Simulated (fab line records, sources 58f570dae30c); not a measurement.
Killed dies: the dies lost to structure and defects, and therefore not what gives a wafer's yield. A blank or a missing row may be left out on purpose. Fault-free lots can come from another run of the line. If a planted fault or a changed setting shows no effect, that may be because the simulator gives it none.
A lot that was struck, set against a sound lot / flow berkeley cmos170 / 19 out of 331 route steps
Sound: the wafers L294.2, L294.3, L294.6. Wafers L300.2, L300.3, L300.4 were the ones struck. The cause is given at the end.
Each step with rows lists, per side, the tool, then ch with its chambers, then its first start. Under that, the readings that differ: sound wafers / struck wafers / difference of the means / sigmas: that difference in standard deviations of wafers without a fault.
alike: same words and numbers on both sides, and readings whose means sit less than 2 such deviations apart. not compared: any withheld reading, any reading some wafer has no value for, any bound like >300 that may hide the same value, and any number with overlapping values for which the record gives no deviation.
The two part at a step that has a row with sigmas, a row that says differs or no value, or rows on one side only. Numbers that have no deviation but don't overlap get no sigmas and don't part them. A reading that every wafer of one side lacks parts them only if that side has two wafers or more.

UCB170_PVT_STRIP_08: strips in O2.
  sound on plasma asher-01 ch 0,1, day 7 11:52; struck on plasma asher-02 ch 0,1, day 8 14:38
reading=strip time to endpoint s (s); sound=21.44 21.52 21.51; struck=21.70 21.67 21.58; difference=+0.16; sigmas=+2
  alike: drypump motor current A, oes product au
  not compared: rf hours counter h
UCB170_PVT_TW_MEAS_09:
  sound on film metro-03, day 7 11:59; struck on film metro-03, day 8 14:46
  alike: PVT_TW
then, 1 step without rows for these wafers: UCB170_GATE_WET_ETCH_00 (etches SiO2 in dHF, time 200 s).
UCB170_FIELD_THK_MEAS_91:
  sound on film metro-04, day 7 12:07; struck on film metro-04, day 8 14:53
  alike: FIELD_OXIDE_LEFT_2_THK
then, 1 step without rows for these wafers: UCB170_GATE_OXIDATION_01 (target thk 6.6 nm, ox time 1800 s).
UCB170_GATE_THK_MEAS_02:
  sound on film metro-01, day 7 17:53; struck on film metro-01, day 8 21:10
  alike: GATE_OXIDE_THK
then, 2 steps without rows for these wafers: UCB170_GATE_ANNEAL_03 (time 1800 s); UCB170_GATE_CVD_04 (deposits poly-Si from SiH4, time 1440 s, target thk 214 nm).
UCB170_GATE_THK_MEAS_05:
  sound on film metro-01, day 8 00:55; struck on film metro-01, day 9 05:15
  alike: GATE_POLY_THK
then, 3 steps without rows for these wafers: UCB170_GATE_COAT_06; UCB170_GATE_COAT_07 (resist thk 900 nm); UCB170_GATE_SOFTBAKE_08 (time 60 s).
UCB170_GATE_EXPOSE_09: exposes mask POLY, target cd 350 nm.
  sound on krf scanner-02 ch 0, day 8 02:15; struck on krf scanner-02 ch 0, day 9 06:07
reading=model.GATE.overlay x nm (nm); sound=2.45 2.45 2.45; struck=37.4 37.4 37.4; difference=+34.9; sigmas=
  alike: mask, focus offset nm
then, 2 steps without rows for these wafers: UCB170_GATE_PEB_10; UCB170_GATE_DEVELOP_11 (develop time 45 s).
UCB170_GATE_CD_MEAS_12: target cd 350 nm.
  sound on cd sem-01, day 8 03:00; struck on cd sem-02, day 9 06:33
  alike: cd nm
UCB170_GATE_OVL_MEAS_13:
  sound on overlay-02, day 8 03:06; struck on overlay-01, day 9 06:39
reading=GATE_OVL (nm); sound=1 -2 1; struck=31 31 32; difference=+31; sigmas=+5
UCB170_GATE_ETCH_14: etches BARC in N2/H2.
  sound on rie diel-02 ch 0,1,2, day 8 03:08; struck on rie diel-02 ch 0,1,2, day 9 06:41
  alike: drypump motor current A, h2 flow sccm, oes product au, throttle valve pct
next, for these wafers, 1 step has no rows: UCB170_M3_PROBE_99.

## WHERE THEY PART
Last at UCB170_GATE_OVL_MEAS_13 as far as this record goes, first at UCB170_PVT_STRIP_08. Later steps at which nothing parts them and some readings are alike: UCB170_GATE_ETCH_14.

WHY: what had been put in by the simulator
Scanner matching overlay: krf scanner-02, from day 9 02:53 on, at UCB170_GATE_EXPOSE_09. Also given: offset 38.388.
